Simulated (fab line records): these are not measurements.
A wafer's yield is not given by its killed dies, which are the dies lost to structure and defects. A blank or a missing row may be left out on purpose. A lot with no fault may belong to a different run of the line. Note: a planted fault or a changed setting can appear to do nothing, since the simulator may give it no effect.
8D (eight disciplines) problem report, filled in by code | flow rit-cmos | the parts of the form that need people (team, actions taken, sign-off) are left out

## 1. PROBLEM STATEMENT
Across 6 wafers from 2 lots, ACTIVE_OXIDE_THK at RIT_ACTIVE_THK_MEAS_02 averages 36.4 nm, while fault-free wafers read 46.3 nm with a standard deviation of 0.83. That puts it -12 standard deviations away from the usual mean.
The first sign was on wafer L988.1 at day 2 08:03, on film-metro-03. At this step, 42 wafers from 14 lots have a number in the record. By rule, "out" or "out of limits" means more than 4 standard deviations away from the usual mean. Any other wafer with a number is counted as sound.

## 2. WHAT IT IS, WHAT IT ISN'T
question                    | is                           | is not
which readings at this step | ACTIVE_OXIDE_THK             | -
which lots                  | L988, L991                   | L100, L101, L102, L103, L104, L106, L107, L985, L986, L996, L997, L998
which wafers of those lots  | all that have a number       | -
read on which gauges        | film-metro-01, film-metro-03 | film-metro-04
when                        | from day 2 08:03             | up to then (6 sound wafers); but 30 sound wafers of L100, L101, L102, L103, L104, L106, L107, L996, L997, L998 came after

## 3. WHAT RULES OUT EACH SUSPECT
Counting: a tool at any process step up to the reading remains a suspect when it ran all the lots that are out and ran no sound lot after the first of those.
- the gauge at RIT_ACTIVE_THK_MEAS_02: ruled out. Those wafers that are out were read across 2 gauges (film-metro-01, film-metro-03).
- furnace-02 at RIT_ACTIVE_OXIDATION_01 (target thk 46.8 nm, ox time 3360 s): ruled out as a lasting fault. Following L988 (day 2 06:07), the first lot on it that is out, the sound lots L106 were run on it.
Left after counting: nothing in the record.

## 4. THE CAUSE (what the simulator had put in)
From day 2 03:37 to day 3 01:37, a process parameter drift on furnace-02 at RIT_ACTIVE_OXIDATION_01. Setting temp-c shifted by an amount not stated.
Counting ruled it out, wrongly: the rule takes a fault to strike every lot that its tool runs from its start on, and this one did not.

## 5. THE CHAIN OF EFFECTS, in route order
Each row: a reading where the mean over the struck wafers with a number is more than 3 standard deviations away from the usual. Scope: only readings with a usual standard deviation given in the record; hours: median across lots of the time from each lot's start at the first step in this table that gives one to its start at this step; sigmas: change in usual standard deviations.
hours | step                    | reading                | usual    | on struck wafers | change | sigmas
0     | RIT_ACTIVE_OXIDATION_01 | spike-tc-centre-C      | 1002.8 C | 976.8            | -26.0  | -14
0     | RIT_ACTIVE_OXIDATION_01 | spike-tc-load-C        | 1027 C   | 1005             | -22    | -5.9
0     | RIT_ACTIVE_OXIDATION_01 | spike-tc-source-C      | 1027.1 C | 1003.0           | -24.1  | -13
0     | RIT_ACTIVE_OXIDATION_01 | tube-center-temp-C     | 1000 C   | 975              | -25    | -99 or more
0     | RIT_ACTIVE_OXIDATION_01 | tube_center_temp_C_max | 1002.6   | 977.7            | -24.9  | -58
2     | RIT_ACTIVE_THK_MEAS_02  | ACTIVE_OXIDE_THK       | 46.3 nm  | 36.4             | -9.9   | -12
Its process steps:
- RIT_ACTIVE_OXIDATION_01: target thk 46.8 nm, ox time 3360 s.

## 6. HOW IT WOULD HAVE BEEN CAUGHT EARLIER
In this record the first reading out of limits at a measuring or inspecting step was taken at day 2 08:03, 4 hours after the fault began at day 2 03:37.
At RIT_ACTIVE_OXIDATION_01, the tool's own readings (spike-tc-centre-C, spike-tc-load-C, spike-tc-source-C, tube-center-temp-C, tube_center_temp_C_max) were out on each struck wafer the step has a row for, so an alarm limit on them would have fired on the first such wafer.
